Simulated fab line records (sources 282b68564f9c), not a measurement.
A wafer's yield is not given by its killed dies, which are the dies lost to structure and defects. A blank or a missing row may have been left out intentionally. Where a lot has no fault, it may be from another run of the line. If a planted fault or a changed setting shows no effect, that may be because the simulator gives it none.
One fault seen from 2 desks || flow rit cmos || each desk holds nothing but its own numbers, with what lay behind them at the end

== METROLOGY DESK ==
What the gauges read, lot by lot, whatever tool the lot ran on: means of the sampled wafers that have a number. Marked OUT: a lot whose mean sits more than 4 standard deviations from the usual mean, which makes it out of limits; the brackets give that distance.
Columns: A = cd nm at RIT_CONTACT_CD_MEAS_08, usual 1000.0 nm; B = CONTACT_OVL at RIT_CONTACT_OVL_MEAS_09, usual 0.2 nm; C = cd nm at RIT_CONTACT_CD_MEAS_90, usual 1000.0 nm; D = M1_AL_RS at RIT_M1_RS_MEAS_01, usual 0.0734 ohm/sq; E = M1_AL_THK at RIT_M1_THK_MEAS_02, usual 399 nm; F = cd nm at RIT_M1_CD_MEAS_09, usual 2601.0 nm; G = M1_OVL at RIT_M1_OVL_MEAS_10, usual -0.1 nm
{"lot": "L948", "first seen here": "day 4 08:31", "A": 1001.0, "B": -1.5, "C": 1000.6, "D": 0.0742, "E": 394, "F": 2601.2, "G": 0.3}
{"lot": "L951", "first seen here": "day 4 22:59", "A": 999.7, "B": 0.1, "C": 999.2, "D": 0.0737, "E": 398, "F": 2598.9, "G": -0.4}
{"lot": "L954", "first seen here": "day 5 11:55", "A": 1003.4, "B": -2.5, "C": 1003.9, "D": 0.0746, "E": 393, "F": 2601.7, "G": 1.1}
{"lot": "L955", "first seen here": "day 5 15:49", "A": 1000.7, "B": 0.8, "C": 1000.9, "D": "0.0664 (-9.0) OUT", "E": "455 (+12) OUT", "F": 2602.4, "G": 0.4}
{"lot": "L956", "first seen here": "day 6 01:57", "A": 1001.9, "B": -0.2, "C": 1002.2, "D": 0.0729, "E": 404, "F": 2597.3, "G": -1.1}
{"lot": "L957", "first seen here": "day 6 03:44", "A": 998.5, "B": -2.1, "C": 998.7, "D": "0.0664 (-9.0) OUT", "E": "454 (+12) OUT", "F": 2604.7, "G": -1.1}
Finding of this desk: L955, L957 out of limits, first seen on L955 at day 5 17:17 (M1_AL_RS at RIT_M1_RS_MEAS_01). In limits: L948, L951, L954, L956.

== TOOL OWNER'S DESK, pvd sputter-01 ==
The tool's own readings at RIT_M1_SPUTTER_00 (material Al, target thk 400 nm, time 500 s): means of the sampled wafers that have a number, for each lot that ran on this tool. Marked OUT: a lot whose mean sits more than 4 standard deviations from the usual mean, which makes it out of limits; the brackets give that distance.
Columns: A = cathode dc power W at RIT_M1_SPUTTER_00, usual 2000.0 W; B = throttle valve pct at RIT_M1_SPUTTER_00, usual 30.5 %
{"lot": "L948", "first seen here": "day 4 09:40", "A": 2000.2, "B": 31.5}
{"lot": "L951", "first seen here": "day 5 00:08", "A": 1999.9, "B": 30.0}
{"lot": "L955", "first seen here": "day 5 16:58", "A": 2000.1, "B": 30.7}
{"lot": "L957", "first seen here": "day 6 04:53", "A": 2000.1, "B": 30.8}
This desk's verdict: no lot among the 4 shows anything out of limits.

== TAKEN TOGETHER ==
Metrology desk: alarm possible at day 5 17:17 on L955, L957.
The tool owner's desk saw nothing out of limits.
On record at the tool owner's desk: L955, L957, within its limits.
All the named lots went through RIT_M1_SPUTTER_00 on pvd sputter-01.

== WHAT THE SIMULATOR HAD INSERTED ==
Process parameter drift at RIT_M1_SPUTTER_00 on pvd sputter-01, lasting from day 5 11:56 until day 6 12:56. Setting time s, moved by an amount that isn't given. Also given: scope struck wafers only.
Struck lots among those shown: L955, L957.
Time in hours between the start of the fault and the first out-of-limits reading at each desk: metrology desk, 5.
